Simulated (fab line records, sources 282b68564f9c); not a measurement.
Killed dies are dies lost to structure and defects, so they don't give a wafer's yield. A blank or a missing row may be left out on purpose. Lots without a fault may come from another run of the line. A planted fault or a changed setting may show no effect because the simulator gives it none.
One fault seen from 2 desks | flow rit_cmos | each desk has only its own numbers; what lay behind them comes last

THE TOOL OWNER'S DESK: lpcvd-02
The tool's own readings at RIT_GATE_CVD_08 (deposits poly-Si from SiH4, target thk 250 nm, time 2220 s): means of the sampled wafers that have a number, for each lot that ran on this tool. A lot is out of limits, marked OUT, if its mean lies more than 4 standard deviations from the usual mean; the brackets give that distance.
Columns: A = sih4_flow_sccm at RIT_GATE_CVD_08, usual 99.98 sccm; B = spike_tc_source_C at RIT_GATE_CVD_08, usual 629.9 C
lot  | first seen here | A      | B
L509 | day 2 15:06     | 99.96  | 629.5
L510 | day 2 18:43     | 100.50 | 628.3
L513 | day 3 08:53     | 100.08 | 632.1
L516 | day 3 22:26     | 100.17 | 632.6
L527 | day 6 09:02     | 100.01 | 629.0
L530 | day 6 23:51     | 100.23 | 629.8
L531 | day 7 06:07     | 99.77  | 633.8
L532 | day 7 12:28     | 100.02 | 631.5
This desk's finding: nothing out of limits on any of the 8 lots.

THE METROLOGY DESK
What the gauges read, lot by lot, whatever tool the lot ran on: means of the sampled wafers that have a number. A lot is out of limits, marked OUT, if its mean lies more than 4 standard deviations from the usual mean; the brackets give that distance.
Columns: A = NWELL_TW at RIT_NWELL_TW_MEAS_10, usual 2149; B = GATE_POLY_THK at RIT_GATE_THK_MEAS_09, usual 250.5 nm; C = REOX_OXIDE_THK at RIT_REOX_THK_MEAS_04, usual 25.1 nm
lot  | first seen here | A    | B                | C
L509 | day 1 23:56     | 2180 | 252.5            | 25.6
L510 | day 2 05:38     | 2182 | 248.3            | 25.3
L512 | day 2 13:19     | 2116 | 248.1            | 25.2
L513 | day 2 18:04     | 2184 | 265.7 (+6.6) OUT | 24.5
L514 | day 2 23:29     | 2192 | 247.3            | 24.7
L516 | day 3 08:55     | 2109 | 265.5 (+6.5) OUT | 24.8
L517 | day 3 16:16     | 2142 | 253.9            | 24.8
L523 | day 4 20:59     | 2105 | 251.6            | 25.5
L524 | day 5 01:15     | 2177 | 252.1            | 25.1
L527 | day 5 15:53     | 2105 | 253.5            | 26.0
L528 | day 6 06:02     | 2166 | 253.3            | 24.9
L530 | day 6 11:18     | 2117 | 248.2            | 25.2
L531 | day 6 11:38     | 2108 | 248.1            | 25.1
L532 | day 6 20:31     | 2181 | 249.3            | 24.3
This desk's finding: out of limits on L513, L516; first on L513, day 3 10:31 (GATE_POLY_THK at RIT_GATE_THK_MEAS_09). In limits: L509, L510, L512, L514, L517, L523, L524, L527, L528, L530, L531, L532.

PUT TOGETHER
The metrology desk could have raised an alarm at day 3 10:31, on L513, L516.
The tool owner's desk saw nothing out of limits.
The tool owner's desk has L513, L516 on record, within its limits.
Of the lots named, all ran RIT_GATE_CVD_08 on lpcvd-02.

WHAT THE SIMULATOR HAD PUT IN
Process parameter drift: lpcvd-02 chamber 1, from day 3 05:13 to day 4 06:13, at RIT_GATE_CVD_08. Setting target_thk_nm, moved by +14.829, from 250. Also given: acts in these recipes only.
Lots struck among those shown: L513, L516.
Hours from the fault's start to each desk's first reading out of limits: the metrology desk, 5.
